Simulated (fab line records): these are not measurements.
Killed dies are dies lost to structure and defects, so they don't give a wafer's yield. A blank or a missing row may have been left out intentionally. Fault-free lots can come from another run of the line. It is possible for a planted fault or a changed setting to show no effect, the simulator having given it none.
Matching of chambers -- flow berkeley_cmos170 -- wet_bench-02 running UCB170_ACTIVE_CLEAN_00: 4 sister chambers
The step cleans in SPM, time 600 s. 16 wafers are shown with their chamber, then 8 later ones without.

EACH WAFER AND ITS CHAMBER
wafer,chamber,bath_heat_duty_pct (%),bath_guard_temp_C (C)
L765.1,1,14.8,119.9
L765.2,1,13.8,119.5
L765.4,1,12.6,119.9
L781.1,0,12.0,119.5
L781.2,0,12.1,119.2
L781.6,0,10.8,119.3
L782.4,2,12.3,120.0
L782.5,2,12.1,120.0
L782.6,2,12.7,120.1
L783.3,3,12.5,120.2
L783.5,3,12.3,120.4
L783.6,3,12.7,119.8
L784.3,1,13.5,119.7
L784.5,1,13.7,120.3
L784.6,1,14.4,120.1
L785.3,0,12.0,119.4

SIGNATURES (means of the wafers above)
reading,chamber 0,chamber 1,chamber 2,chamber 3,scatter within a chamber
bath_heat_duty_pct,11.725,13.800,12.367,12.500,0.6
bath_guard_temp_C,119.350,119.900,120.033,120.133,0.232
Rule: a wafer lies at a distance from a chamber equal to the root of the sum of squares, over the readings, of (its reading less the chamber's mean, divided by the reading's scatter). The wafer belongs to the nearest chamber; if the next one is less than 2 further off, it can't be placed. The scatter is the square root of a quotient: the sum, over the shown wafers, of each reading's squared deviation from its chamber's mean, divided by wafers minus chambers.

WAFERS WITH NO CHAMBER GIVEN
wafer,bath_heat_duty_pct (%),bath_guard_temp_C (C)
L785.4,11.5,119.4
L785.6,12.3,119.7
L786.1,13.2,119.8
L786.2,12.8,119.6
L786.6,13.4,119.9
L787.2,14.1,120.0
L787.5,12.2,119.9
L787.6,12.8,119.8

CHAMBER TAKEN BY EACH
wafer,from the rows above,in truth
L785.4,0,0
L785.6,can't be placed: 2 or 0 or 3 or 1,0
L786.1,can't be placed: 1 or 2 or 3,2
L786.2,can't be placed: 2 or 0 or 1 or 3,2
L786.6,can't be placed: 1 or 3 or 2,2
L787.2,1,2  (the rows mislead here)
L787.5,can't be placed: 2 or 3 or 0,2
L787.6,can't be placed: 2 or 3 or 1 or 0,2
1 of 8 placed correctly. Unplaceable from these rows: 6, with the true chamber sitting among the candidates in 6. Wrongly placed: 1.
